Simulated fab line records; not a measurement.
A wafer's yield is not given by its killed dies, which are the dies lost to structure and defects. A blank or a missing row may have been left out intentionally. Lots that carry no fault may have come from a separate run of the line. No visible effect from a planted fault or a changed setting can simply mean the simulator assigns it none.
fab line records	flow rit_cmos
record lots=6	wafers=18	last_day=7
route steps=202 shown NLDD@110 PLDD@114 SPACER@125 NSD@131 PSD@142 M1@202
lots that met no fault: from a run of the same line without faults
start_h: hours from the record's first day to the start of the lot's first wafer shown	wait_h: hours from the lot's prior step to this one	" unchanged from the row above	L1.1+2: a row that stands for several wafers	- no value, or no start was given	* or withheld: withheld	< > ~ a bound
route shown NAME@n: NAME is a module with steps in the file, n the number in the route of the first one	usual: mean and standard deviation over wafers with no fault	same: alike in all rows	chamber/n: place in a boat	sites: per-site readings	_std_site: standard deviation across them	_edge_site: the outer-site mean with the inner-site mean subtracted	radius_mm: how far each site lies from the wafer's centre	mask NAME#n: copy n	behind: the tool/chamber that last shaped the wafer	hold: cause of the lot's hold/its duration in hours/its outcome	device: the transistor (n, p or np) that didn't switch	end of line: the same wafers' tests at the end of the route	where a step has no rows: the recipe by itself	killed: at the first sort, the dies lost to defects and structure; wafer yield is something else	map: a wafer's dies, marking killed ones x, the rest . and places with no die _
set.NAME: the setting the step ran with; set.NAME@STEP: the setting that earlier step ran with	model.NAME: the simulator's own value behind a step, which no gauge read
certain route steps with their lots: each step a table, each wafer a row
services: a tool's chamber out of use, with start hour (start_h, from the record's first day; less than 0 if before it), hours out, and reason
## steps
# step RIT_NLDD_HARDBAKE_07
# recipe resist=NOVOLAK	temp_c=140	time_s=60
# step RIT_NLDD_IMPLANT_08
# recipe species=P	energy_kev=19.79	dose_cm2=5e+14	tilt_deg=7
# step RIT_NLDD_STRIP_09
# recipe chemistry=O2	time_s=180	resist=NOVOLAK	platen_temp_c=withheld	power_w=500	pressure_mtorr=4000	o2_flow_sccm=4000
# step RIT_NLDD_TW_MEAS_10
# usual NLDD_TW=2479/19
lot.wafer	tool	chamber	start_h	wait_h	NLDD_TW
L717.1	film_metro-01	-	60.16	0.1	2452
L717.5	"	-	"	"	2453
L717.6	"	-	"	"	2458
L722.4	film_metro-02	-	83.21	0.1	2502
L722.5	"	-	"	"	2486
L722.6	"	-	"	"	2494
L725.2	film_metro-03	-	97.78	0.1	2478
L725.4	"	-	"	"	2471
L725.5	"	-	"	"	2473
L730.2	film_metro-01	-	123.06	0.1	2464
L730.3	"	-	"	"	2467
L730.4	"	-	"	"	2469
L731.1	film_metro-02	-	126.91	0.1	2481
L731.3	"	-	"	"	2505
L731.6	"	-	"	"	2512
L737.2	film_metro-03	-	157.69	0.1	2500
L737.3	"	-	"	"	2499
L737.6	"	-	"	"	2485
# step RIT_PLDD_HMDS_00
# recipe prime_time_s=60	prime_temp_c=140
# step RIT_PLDD_COAT_01
# recipe resist=NOVOLAK	spin_rpm=3250	resist_thk_nm=1000
# step RIT_PLDD_SOFTBAKE_02
# recipe resist=NOVOLAK	temp_c=90	time_s=60
# step RIT_PLDD_EXPOSE_03
# recipe mask_id=M8	na=0.57	target_cd_nm=40900	dose_mj=250
# step RIT_PLDD_PEB_04
# recipe resist=NOVOLAK	temp_c=withheld	time_s=withheld
# step RIT_PLDD_DEVELOP_05
# recipe resist=NOVOLAK	develop_time_s=50	dev_temp_c=23
# step RIT_PLDD_OVL_MEAS_06
# usual PLDD_OVL=-0.1/1.5
lot.wafer	tool	chamber	start_h	wait_h	PLDD_OVL[nm]
L717.1	overlay-02	-	61.07	-	0.1
L717.5	"	-	"	"	0.2
L717.6	"	-	"	"	0.4
L722.4	overlay-02	-	84.23	-	-0.7
L722.5	"	-	"	"	0.3
L722.6	"	-	"	"	-0.6
L725.2	overlay-01	-	98.69	-	1.4
L725.4	"	-	"	"	0.4
L725.5	"	-	"	"	1.7
L730.2	overlay-02	-	124.09	-	1.2
L730.3	"	-	"	"	0.8
L730.4	"	-	"	"	-1.4
L731.1	overlay-02	-	127.95	-	-2.4
L731.3	"	-	"	"	-0.6
L731.6	"	-	"	"	-2.4
L737.2	overlay-01	-	158.72	-	3.1
L737.3	"	-	"	"	2.2
L737.6	"	-	"	"	1.1
# step RIT_PLDD_HARDBAKE_07
# recipe resist=NOVOLAK	temp_c=140	time_s=60
# step RIT_PLDD_IMPLANT_08
# recipe species=BF2	energy_kev=20	dose_cm2=9e+14	tilt_deg=7
# usual beam_energy_keV=20.000/0.0061	tilt_deg=7.004/0.02
lot.wafer	tool	chamber	start_h	wait_h	beam_energy_keV	tilt_deg	model.implant.drp_nm
L717.1	implanter-01	0	61.25	0.1	19.994	6.964	9.752
L717.5	"	0	"	"	19.993	6.972	9.752
L717.6	"	0	"	"	19.987	6.991	9.752
L722.4	implanter-02	0	84.48	0.1	20.011	7.012	9.752
L722.5	"	0	"	"	20.016	6.992	9.752
L722.6	"	0	"	"	19.990	7.013	9.752
L725.2	implanter-03	0	98.89	0.1	19.993	7.041	9.752
L725.4	"	0	"	"	20.003	6.999	9.752
L725.5	"	0	"	"	20.001	7.043	9.752
L730.2	implanter-03	0	124.29	0.1	19.317	6.982	9.513
L730.3	"	0	"	"	19.306	6.998	9.513
L730.4	"	0	"	"	19.312	6.963	9.513
L731.1	implanter-03	0	128.13	0.1	19.312	7.028	9.513
L731.3	"	0	"	"	19.303	7.024	9.513
L731.6	"	0	"	"	19.304	7.030	9.513
L737.2	implanter-01	0	158.93	0.1	20.005	7.018	9.752
L737.3	"	0	"	"	19.997	7.016	9.752
L737.6	"	0	"	"	20.003	6.982	9.752
# step RIT_PLDD_STRIP_09
# recipe chemistry=O2	time_s=180	resist=NOVOLAK	platen_temp_c=withheld	power_w=500	pressure_mtorr=4000	o2_flow_sccm=4000
# usual chamber_pressure_mTorr=4001/3.6	drypump_motor_current_A=5.8/0.38
lot.wafer	tool	chamber	start_h	wait_h	chamber_pressure_mTorr	drypump_motor_current_A	rf_hours_counter_h
L717.1	plasma_asher-04	0	61.40	0.1	3996	5.8	41
L717.5	"	0	"	"	4000	5.8	-
L717.6	"	1	"	"	3997	5.4	-
L722.4	plasma_asher-04	1	84.61	0.1	4002	5.4	-
L722.5	"	0	"	"	4004	5.7	-
L722.6	"	1	"	"	4007	5.4	-
L725.2	plasma_asher-04	0	99.02	0.1	3994	5.8	46
L725.4	"	0	"	"	3996	5.8	-
L725.5	"	1	"	"	4003	5.4	-
L730.2	plasma_asher-03	0	124.42	0.1	4008	6.3	1
L730.3	"	0	"	"	4000	6.3	-
L730.4	"	1	"	"	4004	5.6	-
L731.1	plasma_asher-02	0	128.28	0.1	3994	6.4	33
L731.3	"	0	"	"	4003	6.4	-
L731.6	"	0	"	"	3997	6.4	-
L737.2	plasma_asher-02	0	159.05	0.1	4000	6.4	36
L737.3	"	1	"	"	4002	5.5	-
L737.6	"	1	"	"	4004	5.5	-
# step RIT_PLDD_TW_MEAS_10
# usual PLDD_TW=2343/20
lot.wafer	tool	chamber	start_h	wait_h	PLDD_TW
L717.1	film_metro-02	-	61.58	0.1	2354
L717.5	"	-	"	"	2346
L717.6	"	-	"	"	2352
L722.4	film_metro-03	-	84.76	0.1	2336
L722.5	"	-	"	"	2342
L722.6	"	-	"	"	2348
L725.2	film_metro-02	-	99.20	0.1	2351
L725.4	"	-	"	"	2345
L725.5	"	-	"	"	2345
L730.2	film_metro-03	-	124.60	0.1	2352
L730.3	"	-	"	"	2366
L730.4	"	-	"	"	2364
L731.1	film_metro-02	-	128.46	0.1	2342
L731.3	"	-	"	"	2326
L731.6	"	-	"	"	2341
L737.2	film_metro-01	-	159.24	0.1	2320
L737.3	"	-	"	"	2297
L737.6	"	-	"	"	2308
# step RIT_SPACER_CLEAN_00
# recipe chemistry=SC1	mix=3:3:50	time_s=600	temp_c=75
# step RIT_SPACER_CLEAN_01
# recipe chemistry=dHF	dilution=50:1	time_s=30
# step RIT_SPACER_CLEAN_02
# recipe chemistry=SC2	mix=3:3:50	time_s=600	temp_c=75	dry=n2_spin
# step RIT_SPACER_CVD_03
# recipe material=Si3N4	target_thk_nm=250	temp_c=810	precursor=SiH2Cl2/NH3	time_s=3226	pressure_mtorr=300	sih2cl2_flow_sccm=60	nh3_flow_sccm=150
# step RIT_SPACER_THK_MEAS_04
# recipe reads=Si3N4_of_SPACER_CVD_03
# usual SPACER_NITRIDE_THK=245.2/1.8
lot.wafer	tool	chamber	start_h	wait_h	SPACER_NITRIDE_THK[nm]
L717.1	film_metro-02	-	63.92	0.0	243.3
L717.5	"	-	"	"	243.1
L717.6	"	-	"	"	244.9
L722.4	film_metro-02	-	87.28	0.1	245.8
L722.5	"	-	"	"	246.5
L722.6	"	-	"	"	244.2
L725.2	film_metro-01	-	101.61	0.0	246.1
L725.4	"	-	"	"	248.1
L725.5	"	-	"	"	244.6
L730.2	film_metro-02	-	127.45	0.0	245.0
L730.3	"	-	"	"	247.1
L730.4	"	-	"	"	245.2
L731.1	film_metro-02	-	130.83	0.0	245.6
L731.3	"	-	"	"	242.6
L731.6	"	-	"	"	243.3
L737.2	film_metro-01	-	161.58	0.0	244.9
L737.3	"	-	"	"	245.5
L737.6	"	-	"	"	243.4
# step RIT_SPACER_ETCHBACK_05
# recipe target_depth_a=2500	SF6_flow_sccm=30	CHF3_flow_sccm=30	target=Si3N4	chemistry=SF6/CHF3	pressure_mtorr=40	rf_w=250	time_s=240	stop_on=SiO2
# usual chamber_pressure_mTorr=40.00/0.042	drypump_motor_current_A=5.95/0.21	oes_product_au=0.831/0.014	throttle_valve_pct=10.22/0.12
lot.wafer	tool	chamber	start_h	wait_h	chamber_pressure_mTorr	drypump_motor_current_A	oes_product_au	rf_hours_counter_h	throttle_valve_pct
L717.1	rie_diel-03	1	63.98	0.1	40.07	4.95	0.811	76	10.10
L717.5	"	2	"	"	40.03	5.89	0.850	-	10.43
L717.6	"	1	"	"	39.99	4.97	0.812	-	10.10
L722.4	rie_diel-01	3	87.38	0.1	39.99	6.03	0.819	-	10.08
L722.5	"	1	"	"	39.92	6.08	0.868	-	10.25
L722.6	"	2	"	"	40.03	5.89	0.827	-	10.22
L725.2	rie_diel-01	1	101.66	0.0	40.02	6.10	0.863	156	10.25
L725.4	"	2	"	"	40.05	5.89	0.831	17	10.24
L725.5	"	1	"	"	39.90	6.11	0.852	-	10.25
L730.2	rie_diel-01	2	127.50	0.0	39.99	5.84	0.825	18	10.25
L730.3	"	3	"	"	39.99	5.99	0.826	143	10.08
L730.4	"	0	"	"	40.04	6.07	0.825	-	10.24
L731.1	rie_diel-01	3	130.89	0.1	39.94	5.99	0.823	143	10.07
L731.3	"	2	"	"	39.95	5.91	0.823	18	10.21
L731.6	"	0	"	"	40.04	6.07	0.824	-	10.24
L737.2	rie_diel-04	1	161.63	0.0	39.98	5.76	0.837	5	10.58
L737.3	"	3	"	"	39.98	5.47	0.845	0	10.10
L737.6	"	2	"	"	39.95	6.21	0.823	-	10.13
# step RIT_NSD_HMDS_00
# recipe prime_time_s=60	prime_temp_c=140
# step RIT_NSD_COAT_01
# recipe resist=NOVOLAK	spin_rpm=3250	resist_thk_nm=1000
# step RIT_NSD_SOFTBAKE_02
# recipe resist=NOVOLAK	temp_c=90	time_s=60.96
# usual plate_sensor_t_centre_C=90.970/0.01	plate_sensor_t_edge_C=91.020/0.01	softbake_temp_c=90.02/0.13
lot.wafer	tool	chamber	start_h	wait_h	plate_sensor_t_centre_C	plate_sensor_t_edge_C	softbake_temp_c
L717.1	litho_track-01	0	64.43	0.1	90.976	91.012	90.09
L717.5	"	0	"	"	90.958	91.017	89.94
L717.6	"	0	"	"	90.966	91.025	89.89
L722.4	litho_track-03	0	87.83	0.1	90.971	91.003	89.80
L722.5	"	0	"	"	90.974	91.015	90.01
L722.6	"	0	"	"	90.982	90.999	89.89
L725.2	litho_track-03	0	102.14	0.1	90.979	91.036	89.80
L725.4	"	0	"	"	90.972	91.014	89.93
L725.5	"	0	"	"	90.955	91.028	89.94
L730.2	litho_track-03	0	127.98	0.1	90.973	91.014	89.84
L730.3	"	0	"	"	90.985	91.026	89.84
L730.4	"	0	"	"	90.960	91.002	90.01
L731.1	litho_track-03	0	131.34	0.1	90.991	91.026	89.82
L731.3	"	0	"	"	90.982	91.020	89.90
L731.6	"	0	"	"	90.968	91.018	90.14
L737.2	litho_track-01	0	162.35	0.1	90.977	91.005	90.00
L737.3	"	0	"	"	90.964	91.011	90.04
L737.6	"	0	"	"	90.956	91.013	89.97
# step RIT_NSD_EXPOSE_03
# recipe mask_id=M9	na=0.57	target_cd_nm=40700	dose_mj=250
# step RIT_NSD_PEB_04
# recipe resist=NOVOLAK	temp_c=withheld	time_s=withheld
# step RIT_NSD_DEVELOP_05
# recipe resist=NOVOLAK	develop_time_s=50	dev_temp_c=23
# step RIT_NSD_OVL_MEAS_06
# usual NSD_OVL=0.0/1.5
lot.wafer	tool	chamber	start_h	wait_h	NSD_OVL[nm]
L717.1	overlay-02	-	64.98	-	-0.1
L717.5	"	-	"	"	1.4
L717.6	"	-	"	"	0.3
L722.4	overlay-02	-	88.59	-	-1.7
L722.5	"	-	"	"	-1.5
L722.6	"	-	"	"	-0.3
L725.2	overlay-01	-	102.67	-	-0.2
L725.4	"	-	"	"	0.6
L725.5	"	-	"	"	1.8
L730.2	overlay-01	-	128.63	-	1.0
L730.3	"	-	"	"	2.3
L730.4	"	-	"	"	1.6
L731.1	overlay-02	-	131.89	-	-2.6
L731.3	"	-	"	"	0.9
L731.6	"	-	"	"	-1.1
L737.2	overlay-02	-	163.05	-	-1.6
L737.3	"	-	"	"	-0.5
L737.6	"	-	"	"	-0.2
# step RIT_NSD_HARDBAKE_07
# recipe resist=NOVOLAK	temp_c=140	time_s=60
# step RIT_NSD_IMPLANT_08
# recipe species=P	energy_kev=25	dose_cm2=1e+15	tilt_deg=7
# step RIT_NSD_STRIP_09
# recipe chemistry=O2	time_s=180	resist=NOVOLAK	platen_temp_c=withheld	power_w=500	pressure_mtorr=4000	o2_flow_sccm=4000
# usual chamber_pressure_mTorr=3999/3.6	drypump_motor_current_A=6.1/0.43
lot.wafer	tool	chamber	start_h	wait_h	chamber_pressure_mTorr	drypump_motor_current_A	rf_hours_counter_h
L717.1	plasma_asher-02	1	65.32	0.1	4009	5.6	27
L717.5	"	1	"	"	4001	5.6	-
L717.6	"	0	"	"	3996	6.4	-
L722.4	plasma_asher-01	1	88.96	0.1	3995	6.4	-
L722.5	"	1	"	"	4001	6.4	-
L722.6	"	0	"	"	3996	6.6	-
L725.2	plasma_asher-02	1	103.00	0.1	3993	5.6	31
L725.4	"	1	"	"	3996	5.6	-
L725.5	"	1	"	"	3999	5.6	-
L730.2	plasma_asher-02	1	129.07	0.1	4001	5.6	33
L730.3	"	0	"	"	3998	6.5	-
L730.4	"	1	"	"	4001	5.5	-
L731.1	plasma_asher-01	0	132.23	0.1	4000	6.6	49
L731.3	"	1	"	"	3996	6.4	-
L731.6	"	0	"	"	3994	6.6	-
L737.2	plasma_asher-03	0	163.38	0.1	3997	6.3	5
L737.3	"	0	"	"	4007	6.3	-
L737.6	"	1	"	"	4001	5.6	-
# step RIT_NSD_TW_MEAS_10
# usual NSD_TW=3121/21
lot.wafer	tool	chamber	start_h	wait_h	NSD_TW
L717.1	film_metro-02	-	65.49	0.1	3126
L717.5	"	-	"	"	3123
L717.6	"	-	"	"	3122
L722.4	film_metro-03	-	89.11	0.1	3111
L722.5	"	-	"	"	3116
L722.6	"	-	"	"	3107
L725.2	film_metro-03	-	103.18	0.1	3128
L725.4	"	-	"	"	3125
L725.5	"	-	"	"	3124
L730.2	film_metro-02	-	129.26	0.1	3121
L730.3	"	-	"	"	3140
L730.4	"	-	"	"	3114
L731.1	film_metro-02	-	132.40	0.1	3132
L731.3	"	-	"	"	3145
L731.6	"	-	"	"	3147
L737.2	film_metro-02	-	163.60	0.2	3100
L737.3	"	-	"	"	3111
L737.6	"	-	"	"	3117
# step RIT_PSD_HMDS_00
# recipe prime_time_s=60	prime_temp_c=140
# step RIT_PSD_COAT_01
# recipe resist=NOVOLAK	spin_rpm=3250	resist_thk_nm=1000
# step RIT_PSD_SOFTBAKE_02
# recipe resist=NOVOLAK	temp_c=90	time_s=60
# step RIT_PSD_EXPOSE_03
# recipe mask_id=M10	na=0.57	target_cd_nm=40900	dose_mj=250
# step RIT_PSD_PEB_04
# recipe resist=NOVOLAK	temp_c=withheld	time_s=withheld
# step RIT_PSD_DEVELOP_05
# recipe resist=NOVOLAK	develop_time_s=50	dev_temp_c=23
# step RIT_PSD_OVL_MEAS_06
# usual PSD_OVL=0.1/1.6
lot.wafer	tool	chamber	start_h	wait_h	PSD_OVL[nm]
L717.1	overlay-02	-	66.60	-	0.6
L717.5	"	-	"	"	0.4
L717.6	"	-	"	"	2.7
L722.4	overlay-02	-	90.13	-	-1.7
L722.5	"	-	"	"	0.2
L722.6	"	-	"	"	-0.1
L725.2	overlay-02	-	104.22	-	2.5
L725.4	"	-	"	"	0.5
L725.5	"	-	"	"	1.1
L730.2	overlay-01	-	130.29	-	0.3
L730.3	"	-	"	"	2.8
L730.4	"	-	"	"	0.6
L731.1	overlay-02	-	133.44	-	-1.7
L731.3	"	-	"	"	0.2
L731.6	"	-	"	"	-0.4
L737.2	overlay-02	-	164.51	-	-0.4
L737.3	"	-	"	"	0.0
L737.6	"	-	"	"	-1.1
# step RIT_PSD_HARDBAKE_07
# recipe resist=NOVOLAK	temp_c=140	time_s=60
# step RIT_PSD_IMPLANT_08
# recipe species=BF2	energy_kev=26.48	dose_cm2=5e+15	tilt_deg=7
# step RIT_PSD_STRIP_09
# recipe chemistry=O2	time_s=180	resist=NOVOLAK	platen_temp_c=withheld	power_w=500	pressure_mtorr=4000	o2_flow_sccm=4000
# usual chamber_pressure_mTorr=4000/3.6	drypump_motor_current_A=5.9/0.47
lot.wafer	tool	chamber	start_h	wait_h	chamber_pressure_mTorr	drypump_motor_current_A	rf_hours_counter_h
L717.1	plasma_asher-04	0	66.94	0.1	4003	5.8	42
L717.5	"	1	"	"	4005	5.4	-
L717.6	"	0	"	"	4001	5.7	-
L722.4	plasma_asher-04	0	90.51	0.1	4001	5.8	-
L722.5	"	0	"	"	3999	5.8	-
L722.6	"	1	"	"	3999	5.4	-
L725.2	plasma_asher-01	0	104.55	0.1	4002	6.6	45
L725.4	"	1	"	"	4002	6.4	-
L725.5	"	0	"	"	4000	6.6	-
L730.2	plasma_asher-02	0	130.62	0.1	4000	6.4	33
L730.3	"	0	"	"	3999	6.4	-
L730.4	"	1	"	"	3999	5.5	-
L731.1	plasma_asher-02	1	133.77	0.1	3999	5.6	33
L731.3	"	1	"	"	4003	5.5	-
L731.6	"	0	"	"	4007	6.4	-
L737.2	plasma_asher-02	0	164.84	0.1	3992	6.4	37
L737.3	"	0	"	"	3998	6.4	-
L737.6	"	1	"	"	4001	5.6	-
# step RIT_SDANNEAL_RS_MEAS_06
# recipe thk_meas_gauge=four-point-probe
# usual PLDD_RS=178.5/0.47
lot.wafer	tool	chamber	start_h	wait_h	hold	PLDD_RS[ohm/sq]
L717.1	film_metro-02	-	67.87	0.1	-	178.3
L717.5	"	-	"	"	-	178.5
L717.6	"	-	"	"	-	178.5
L722.4	film_metro-02	-	91.44	0.1	-	179.1
L722.5	"	-	"	"	-	178.8
L722.6	"	-	"	"	-	178.5
L725.2	film_metro-02	-	105.50	0.1	-	178.4
L725.4	"	-	"	"	-	179.0
L725.5	"	-	"	"	-	178.7
L730.2	film_metro-02	-	131.79	0.1	await_dispo/0.2h/release	180.5
L730.3	"	-	"	"	await_dispo/0.2h/release	180.5
L730.4	"	-	"	"	await_dispo/0.2h/release	180.3
L730.2	film_metro-02	-	132.08	0.3	-	180.6
L730.3	"	-	"	"	-	180.2
L730.4	"	-	"	"	-	180.4
L731.1	film_metro-03	-	135.12	0.1	await_dispo/0.2h/release	181.4
L731.3	"	-	"	"	await_dispo/0.2h/release	181.9
L731.6	"	-	"	"	await_dispo/0.2h/release	181.8
L731.1	film_metro-03	-	135.41	0.3	-	181.2
L731.3	"	-	"	"	-	182.1
L731.6	"	-	"	"	-	181.5
L737.2	film_metro-03	-	165.76	0.1	-	178.8
L737.3	"	-	"	"	-	178.9
L737.6	"	-	"	"	-	178.9
# step RIT_SDANNEAL_RS_MEAS_07
# recipe thk_meas_gauge=four-point-probe
# usual NLDD_RS=151.7/0.51
lot.wafer	tool	chamber	start_h	wait_h	hold	NLDD_RS[ohm/sq]
L717.1	film_metro-02	-	67.99	0.1	-	152.0
L717.5	"	-	"	"	-	151.7
L717.6	"	-	"	"	-	151.5
L722.4	film_metro-02	-	91.56	0.1	-	152.1
L722.5	"	-	"	"	-	152.4
L722.6	"	-	"	"	-	152.1
L725.2	film_metro-02	-	105.62	0.1	-	152.4
L725.4	"	-	"	"	-	152.0
L725.5	"	-	"	"	-	151.8
L730.2	film_metro-02	-	133.23	1.1	await_dispo/1.0h/release	152.1
L730.3	"	-	"	"	await_dispo/1.0h/release	151.5
L730.4	"	-	"	"	await_dispo/1.0h/release	151.9
L731.1	film_metro-03	-	138.59	3.2	await_dispo/2.9h/release	151.6
L731.3	"	-	"	"	await_dispo/2.9h/release	151.2
L731.6	"	-	"	"	await_dispo/2.9h/release	151.7
L737.2	film_metro-03	-	165.88	0.1	-	151.7
L737.3	"	-	"	"	-	151.0
L737.6	"	-	"	"	-	151.9
# step RIT_M1_PROBE_99
# usual killed_at_front_end=6.3/2.9	killed_dies=6.4/2.9	killed_open=3.3/2.1	killed_short=3.1/1.7
# same gross_dies=264	killed_at_M0_to_M3=0	killed_at_M4_up=0	killed_at_back_side=0	killed_at_contacts=0	killed_at_other=0
lot.wafer	tool	chamber	start_h	wait_h	killed_at_front_end	killed_dies	killed_open	killed_short
L717.1	prober-02	-	75.23	0.1	2	2	1	1
L717.5	prober-02	-	75.43	0.2	3	3	1	2
L717.6	prober-02	-	75.48	0.2	13	13	7	6
L722.4	prober-01	-	98.82	0.2	6	6	1	4
L722.5	prober-01	-	98.87	0.2	9	9	2	5
L722.6	prober-01	-	98.92	0.2	5	5	3	2
L725.2	prober-02	-	112.69	0.1	4	4	2	2
L725.4	prober-02	-	112.79	0.2	4	4	2	2
L725.5	prober-02	-	112.84	0.2	4	4	3	1
L730.2	prober-02	-	141.35	0.1	7	7	4	3
L730.3	prober-02	-	141.40	0.2	8	8	4	4
L730.4	prober-02	-	141.45	0.2	10	10	5	5
L731.1	prober-01	-	147.46	0.1	4	4	2	2
L731.3	prober-01	-	147.56	0.2	1	1	0	1
L731.6	prober-01	-	147.71	0.2	9	9	5	4
L737.2	prober-01	-	175.25	0.1	5	5	1	3
L737.3	prober-01	-	175.30	0.2	12	12	8	3
L737.6	prober-01	-	175.45	0.2	4	4	2	2
# killed by level:class
L717.1 FOX1:geometric_particle:short=1 FOX1:geometric_particle:open=1
L717.5 FOX1:geometric_particle:open=1 FOX1:geometric_particle:short=1 GATE:geometric_particle:short=1
L717.6 SILICIDE:geometric_particle:short=5 REOX:geometric_particle:open=4 GATE:geometric_particle:open=2 REOX:geometric_particle:short=1 SILICIDE:geometric_particle:open=1
L722.4 SILICIDE:geometric_particle:short=3 FOX2:geometric_particle:short=1 GATE:geometric_particle:open=1 NRETRO:coat_microbubble_printed=1
L722.5 GATE:geometric_particle:short=2 NRETRO:coat_microbubble_printed=2 FOX2:geometric_particle:short=1 GATE:geometric_particle:open=1 SPACER:geometric_particle:short=1 SILICIDE:geometric_particle:short=1 SILICIDE:geometric_particle:open=1
L722.6 ACTIVE:geometric_particle:short=1 REOX:geometric_particle:short=1 REOX:geometric_particle:open=1 SPACER:geometric_particle:open=1 SILICIDE:geometric_particle:open=1
L725.2 SILICIDE:geometric_particle:open=2 FOX2:geometric_particle:short=1 SILICIDE:geometric_particle:short=1
L725.4 GATE:geometric_particle:short=1 GATE:geometric_particle:open=1 SPACER:geometric_particle:open=1 SILICIDE:geometric_particle:short=1
L725.5 GATE:geometric_particle:open=2 GATE:geometric_particle:short=1 SPACER:geometric_particle:open=1
L730.2 GATE:geometric_particle:open=3 GATE:geometric_particle:short=2 REOX:geometric_particle:short=1 REOX:geometric_particle:open=1
L730.3 GATE:geometric_particle:short=2 GATE:geometric_particle:open=2 FOX2:geometric_particle:short=1 REOX:geometric_particle:open=1 REOX:geometric_particle:short=1 SPACER:geometric_particle:open=1
L730.4 GATE:geometric_particle:short=2 SPACER:geometric_particle:short=2 FOX1:geometric_particle:short=1 FOX1:geometric_particle:open=1 GATE:geometric_particle:open=1 REOX:geometric_particle:open=1 SPACER:geometric_particle:open=1 SILICIDE:geometric_particle:open=1
L731.1 GATE:geometric_particle:open=2 REOX:geometric_particle:short=1 SPACER:geometric_particle:short=1
L731.3 REOX:geometric_particle:short=1
L731.6 REOX:geometric_particle:short=2 SPACER:geometric_particle:open=2 FOX1:geometric_particle:short=1 FOX2:geometric_particle:short=1 GATE:geometric_particle:open=1 REOX:geometric_particle:open=1 SILICIDE:geometric_particle:open=1
L737.2 REOX:geometric_particle:short=2 FOX1:geometric_particle:short=1 GATE:geometric_particle:open=1 NWELL:coat_microbubble_printed=1
L737.3 GATE:geometric_particle:open=3 REOX:geometric_particle:open=3 FOX1:geometric_particle:open=2 REOX:geometric_particle:short=2 GATE:geometric_particle:short=1 NWELL:coat_microbubble_printed=1
L737.6 GATE:geometric_particle:short=2 GATE:geometric_particle:open=2
## services
tool	chamber	start_h	hours	kind
implanter-03	-	41.96	3.9	repair
rie_diel-01	0	45.17	1.5	repair
plasma_asher-01	-	46.11	1.4	repair
plasma_asher-03	-	52.92	0.6	repair
rie_diel-01	0	72.89	-	clean
plasma_asher-01	-	76.21	2.8	pm
rie_diel-03	1	79.70	9.6	repair
rie_diel-04	-	84.68	0.3	repair
implanter-02	-	87.00	19.5	pm
rie_diel-03	-	93.04	65.3	repair
plasma_asher-03	-	108.80	9.0	pm
plasma_asher-02	-	110.74	10.5	repair
rie_diel-01	2	120.15	6.0	repair
plasma_asher-04	-	125.93	8.0	repair
implanter-02	-	126.24	4.0	pm
rie_diel-04	0	128.36	46.2	repair
rie_diel-04	2	130.13	4.4	repair
implanter-03	-	136.27	1.2	repair
implanter-03	-	142.56	5.1	pm
implanter-02	-	153.63	2.2	repair
implanter-03	-	155.13	1.9	repair
implanter-02	-	157.39	2.0	repair
plasma_asher-04	-	160.90	2.3	repair
plasma_asher-01	-	162.29	0.7	repair
## key
first_sign step=RIT_PLDD_IMPLANT_08	reading=beam_energy_keV	direction=down	sigmas=99+	usual=20.000	struck=19.309
effect step=RIT_SDANNEAL_RS_MEAS_06	reading=PLDD_RS	direction=up	sigmas=5.5	usual=178.5	struck=181.1
model_effect step=RIT_PLDD_IMPLANT_08	value=implant.drp_nm	without=9.752	struck=9.513
met_at RIT_PLDD_IMPLANT_08
struck_wafers L730.2,L730.3,L730.4,L731.1,L731.3,L731.6
tester_left_out L730,L731
onset_between 98.89 124.29
fault kind=process_parameter_drift	tool=implanter-03	chamber=-	onset_h=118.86	steps=RIT_PLDD_IMPLANT_08	channel=energy_kev	offset=-0.69286	shape=step	end_h=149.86	acts_in=these_recipes_only	stated=20
# tester_left_out: of these lots the tester's yield and bins aren't shown, on N5 and GAA mostly nor the transistor test; their killed dies are dies lost to structure and defects alone, not to doping, threshold or leakage, so they don't give the yield
